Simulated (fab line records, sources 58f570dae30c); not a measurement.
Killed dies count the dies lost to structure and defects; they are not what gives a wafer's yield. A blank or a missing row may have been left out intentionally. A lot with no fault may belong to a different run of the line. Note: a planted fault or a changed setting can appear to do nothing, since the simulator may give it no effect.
A single fault, viewed from 2 desks | flow berkeleyCmos170 | numbers are kept per desk, each desk with only its own; the story behind them comes last

## FROM THE METROLOGY DESK
Means of the sampled wafers that have a number, per lot and without regard to the tool the lot ran on: this is what the gauges read. The brackets show how far a lot's mean lies from the usual mean; more than 4 standard deviations puts the lot out of limits, marked OUT.
Columns: A = M2_AL_THK at UCB170_M2_THK_MEAS_03, usual 914 nm; B = cdNm at UCB170_M3_CD_MEAS_15, usual 699.9 nm
lot  | first seen here | A   | B
L468 | day 8 05:32     | 904 | 699.1
L469 | day 9 05:58     | 892 | 698.4
L470 | day 9 20:39     | 901 | 699.7
L471 | day 9 21:54     | 917 | 701.7
L473 | day 9 22:36     | 907 | 698.4
L475 | day 10 04:28    | 936 | 700.5
L476 | day 10 04:36    | 911 | 699.8
L474 | day 10 04:44    | 925 | 698.3
L477 | day 10 10:31    | 927 | 700.5
L480 | day 10 21:19    | 914 | 705.2
L481 | day 11 19:24    | 922 | 705.7
L482 | day 11 19:44    | 931 | 700.8
L484 | day 12 05:23    | 911 | 705.0
L486 | day 12 15:33    | 893 | 702.7
L489 | day 12 16:02    | 924 | 700.0
L491 | day 13 09:23    | 909 | 701.1
Finding of this desk: none of the 16 lots has anything out of limits.

## AT THE TOOL OWNER'S DESK: krfScanner-02
The tool's own readings at UCB170_M3_EXPOSE_12 (exposes mask METAL3, target cd 700 nm): means of the sampled wafers that have a number, for each lot that ran on this tool. The brackets show how far a lot's mean lies from the usual mean; more than 4 standard deviations puts the lot out of limits, marked OUT.
Columns: A = exposureDoseMJCm2 at UCB170_M3_EXPOSE_12, usual 25.974; B = stageVelMmS at UCB170_M3_EXPOSE_12, usual 500.02 mm/s
lot  | first seen here | A                | B
L469 | day 9 15:35     | 25.951           | 500.26
L470 | day 10 04:21    | 25.943           | 500.07
L471 | day 10 06:13    | 25.976           | 499.99
L475 | day 10 15:03    | 25.952           | 500.06
L476 | day 10 15:32    | 25.988           | 499.99
L474 | day 10 16:19    | 25.948           | 500.16
L480 | day 11 03:31    | 25.182 (-26) OUT | 500.08
L481 | day 12 02:58    | 25.327 (-22) OUT | 500.01
L484 | day 12 13:40    | 25.426 (-18) OUT | 500.25
L486 | day 12 22:19    | 25.547 (-14) OUT | 500.01
This desk finds L480, L481, L484, L486 out of limits, L480 being first, at day 11 03:31 (exposureDoseMJCm2 at UCB170_M3_EXPOSE_12). L469, L470, L471, L475, L476, L474 stayed within limits.

## PUT TOGETHER
The tool owner's desk had the chance to raise an alarm at day 11 03:31 on L480, L481, L484, L486.
At the metrology desk, nothing out of limits was observed.
The metrology desk holds a record of L480, L481, L484, L486, inside its limits.
Of the lots named, all ran UCB170_M3_EXPOSE_12 on krfScanner-02.

## WHAT HAD BEEN PUT IN BY THE SIMULATOR
Process parameter drift: krfScanner-02, from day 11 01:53 on, at UCB170_M3_EXPOSE_12. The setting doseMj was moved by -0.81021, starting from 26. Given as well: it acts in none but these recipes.
Shown lots that were struck: L480, L481, L484, L486.
How many hours passed from the start of the fault until each desk's first out-of-limits reading: the tool owner's desk, 2.
